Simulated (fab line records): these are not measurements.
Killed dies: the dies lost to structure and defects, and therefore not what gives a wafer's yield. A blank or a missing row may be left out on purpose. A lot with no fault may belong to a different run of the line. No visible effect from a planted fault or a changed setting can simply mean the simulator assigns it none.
A single fault, viewed from 2 desks | flow berkeley-cmos170 | numbers are kept per desk, each desk with only its own; the story behind them comes last

THE METROLOGY DESK
Lot by lot, what the gauges showed, no matter which tool ran the lot: averages of those sampled wafers that carry a number. Any lot whose mean is over 4 standard deviations away from the usual mean is out of limits and marked OUT; that distance is given in the brackets.
Columns: A = PSD_OVL at UCB170_PSD_OVL_MEAS_07, usual -1 nm; B = M1_OVL at UCB170_M1_OVL_MEAS_10, usual 1 nm; C = V2_TEOS_THK at UCB170_V2_THK_MEAS_01, usual 2000 nm; D = V2_OVL at UCB170_V2_OVL_MEAS_13, usual 2 nm
lot  | first seen here | A  | B  | C    | D
L228 | day 8 02:53     | -2 | 0  | 1982 | -3
L229 | day 8 03:10     | 3  | -2 | 1960 | -2
L231 | day 8 16:35     | 2  | 2  | 2002 | 0
L232 | day 8 16:49     | -4 | 6  | 1982 | 9
L230 | day 8 16:57     | -3 | 6  | 1988 | 3
L233 | day 9 05:11     | 1  | 1  | 2014 | 5
L234 | day 9 05:24     | -5 | -2 | 1982 | 0
L236 | day 9 05:28     | 1  | 7  | 2005 | 2
L237 | day 9 05:44     | -2 | -3 | 2004 | 1
L235 | day 9 05:50     | -5 | -2 | 1983 | -2
L240 | day 10 09:39    | -4 | -4 | 1982 | 7
L244 | day 11 13:35    | -1 | -4 | 1999 | -3
L247 | day 12 04:52    | 6  | 5  | 1904 | 4
L250 | day 13 00:35    | -4 | 6  | 1948 | -0
This desk's finding: nothing out of limits on any of the 14 lots.

FOR THE TOOL OWNER'S DESK: pecvd-01
The tool's own readings at UCB170_V2_CVD_00 (deposits SiO2 from TEOS/O2, target thk 2000 nm, time 250 s): means of the sampled wafers that have a number, for each lot that ran on this tool. Any lot whose mean is over 4 standard deviations away from the usual mean is out of limits and marked OUT; that distance is given in the brackets.
Columns: A = heater-power-w at UCB170_V2_CVD_00, usual 241 W; B = rf-fwd-power-W at UCB170_V2_CVD_00, usual 548.2 W; C = run-length-s at UCB170_V2_CVD_00, usual 277.8 s
lot  | first seen here | A   | B     | C
L231 | day 9 10:23     | 278 | 547.5 | 278.0
L233 | day 10 02:28    | 205 | 547.8 | 277.5
L240 | day 11 08:19    | 224 | 549.1 | 277.9
L244 | day 12 10:20    | 217 | 549.0 | 277.5
L247 | day 12 23:45    | 250 | 549.2 | 267.0 (-17) OUT
L250 | day 13 20:22    | 272 | 547.2 | 266.5 (-18) OUT
This desk's verdict: out of limits on L247, L250, starting with L247 at day 12 23:45 (run-length-s at UCB170_V2_CVD_00). L231, L233, L240, L244 stayed within limits.

TAKEN TOGETHER
The tool owner's desk had the chance to raise an alarm at day 12 23:45 on L247, L250.
The metrology desk saw nothing out of limits.
The metrology desk has L247, L250 on record, within its limits.
Every lot named ran UCB170_V2_CVD_00 on pecvd-01.

WHAT THE SIMULATOR HAD INSERTED
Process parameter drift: pecvd-01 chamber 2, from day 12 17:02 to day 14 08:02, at UCB170_V2_CVD_00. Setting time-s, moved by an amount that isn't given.
Lots struck among those shown: L247, L250.
Hours from the fault's start to each desk's first reading out of limits: the tool owner's desk, 7.
